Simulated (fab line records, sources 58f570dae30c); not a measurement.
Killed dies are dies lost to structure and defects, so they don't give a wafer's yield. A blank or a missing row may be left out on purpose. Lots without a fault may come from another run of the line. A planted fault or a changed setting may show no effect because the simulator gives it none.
Which tool did it? | flow berkeley_cmos170 | 14 lots, 42 wafers sampled, at 3 steps of a route of 331

WHAT THE GAUGES READ, wafer by wafer
UCB170_M2_CD_MEAS_15: target cd 700 nm. Usual: cd_nm 700.1 nm, standard deviation 1.3.
lot  | measured     | on        | cd_nm (nm)        | flag
L769 | day 8 18:43  | cd_sem-01 | 701.7 701.1 702.3 |
L770 | day 8 20:25  | cd_sem-01 | 700.9 700.2 701.1 |
L771 | day 8 20:40  | cd_sem-01 | 702.2 700.3 700.6 |
L773 | day 9 11:08  | cd_sem-01 | 699.0 699.6 698.8 |
L774 | day 9 20:38  | cd_sem-02 | 700.2 699.9 699.7 |
L776 | day 10 07:20 | cd_sem-02 | 697.9 699.2 700.1 |
L777 | day 10 20:14 | cd_sem-01 | 699.0 699.0 698.6 |
L780 | day 11 05:31 | cd_sem-02 | 701.9 701.1 701.8 |
L785 | day 12 08:35 | cd_sem-01 | 700.2 698.5 698.7 |
L787 | day 12 11:37 | cd_sem-01 | 700.2 701.1 699.1 |
L786 | day 12 12:01 | cd_sem-01 | 702.8 702.0 702.1 |
L788 | day 13 13:23 | cd_sem-02 | 699.4 699.5 699.4 |
L789 | day 13 16:36 | cd_sem-02 | 700.2 698.6 698.9 |
L790 | day 13 16:53 | cd_sem-01 | 699.4 699.4 700.0 |

UCB170_M2_OVL_MEAS_16. Usual: M2_OVL -4 nm, standard deviation 5.2.
lot  | measured     | on         | M2_OVL (nm) | flag
L769 | day 8 18:50  | overlay-02 | 9 13 2      |
L770 | day 8 20:31  | overlay-01 | -7 -7 -8    |
L771 | day 8 20:47  | overlay-01 | -4 -4 -4    |
L773 | day 9 11:15  | overlay-01 | 6 6 0       |
L774 | day 9 20:45  | overlay-01 | -16 -15 -13 |
L776 | day 10 07:26 | overlay-02 | -5 -1 -6    |
L777 | day 10 20:22 | overlay-02 | -1 -15 -4   |
L780 | day 11 05:38 | overlay-02 | 5 -11 -6    |
L785 | day 12 08:41 | overlay-01 | 0 -4 -9     |
L787 | day 12 11:44 | overlay-02 | -9 -7 -2    |
L786 | day 12 12:08 | overlay-01 | -10 -2 -5   |
L788 | day 13 13:30 | overlay-01 | 0 -8 -9     |
L789 | day 13 16:43 | overlay-01 | -5 -3 -11   |
L790 | day 13 16:59 | overlay-02 | 3 -2 -2     |

UCB170_V2_THK_MEAS_04. Usual: V2_POLISHED_THK 1000.4 nm, standard deviation 1.2.
lot  | measured     | on            | V2_POLISHED_THK (nm) | flag
L769 | day 8 19:57  | film_metro-01 | 1000.7 999.3 1001.7  |
L770 | day 8 21:38  | film_metro-02 | 1002.0 999.9 1001.8  |
L771 | day 8 21:54  | film_metro-02 | 1002.4 1000.9 1000.6 |
L773 | day 9 12:22  | film_metro-03 | 1000.7 1000.9 1001.0 |
L774 | day 9 21:52  | film_metro-01 | 999.1 1000.0 999.1   |
L776 | day 10 08:34 | film_metro-03 | 1002.4 1001.2 1000.7 |
L777 | day 10 21:29 | film_metro-02 | 1000.8 999.2 1000.9  |
L780 | day 11 06:45 | film_metro-02 | 1000.1 1001.3 999.3  |
L785 | day 12 09:49 | film_metro-01 | 999.4 1000.3 1000.8  |
L787 | day 12 12:53 | film_metro-02 | 1000.0 999.1 998.5   |
L786 | day 12 13:29 | film_metro-03 | 998.5 1002.1 1000.8  |
L788 | day 13 14:37 | film_metro-01 | 1000.0 1001.7 999.9  |
L789 | day 13 17:50 | film_metro-02 | 999.3 1000.4 1000.6  |
L790 | day 13 18:07 | film_metro-02 | 1002.3 1002.6 999.9  |

WHICH TOOL RAN EACH LOT (tool, then ch and the chambers of the sampled wafers, then the start)
The record holds no process step before these readings.

WHAT THE TOOLS THEMSELVES READ (means of the sampled wafers that have a number; where no wafer has one, the mark that the record gives instead)
The record holds no such reading with a usual standard deviation.

THE ANSWER, worked out from the rows above alone
Rule: a lot is off if the mean of its wafers that have a number lies more than 3 standard deviations from the usual mean. A lot without any number at a reading at which 4 lots or more have one is off too. The other lots that the step has rows for count as sound. The gauges are gone through in route order, then the tools' own readings, and for those a lot's mean is taken as printed above. The first step at which some lot is off is used, and at that step the reading that is off furthest; a lot without a number counts as furthest.
No lot is off at any reading shown: from this, nothing can be told.

WHAT THE SIMULATOR HAD PUT IN
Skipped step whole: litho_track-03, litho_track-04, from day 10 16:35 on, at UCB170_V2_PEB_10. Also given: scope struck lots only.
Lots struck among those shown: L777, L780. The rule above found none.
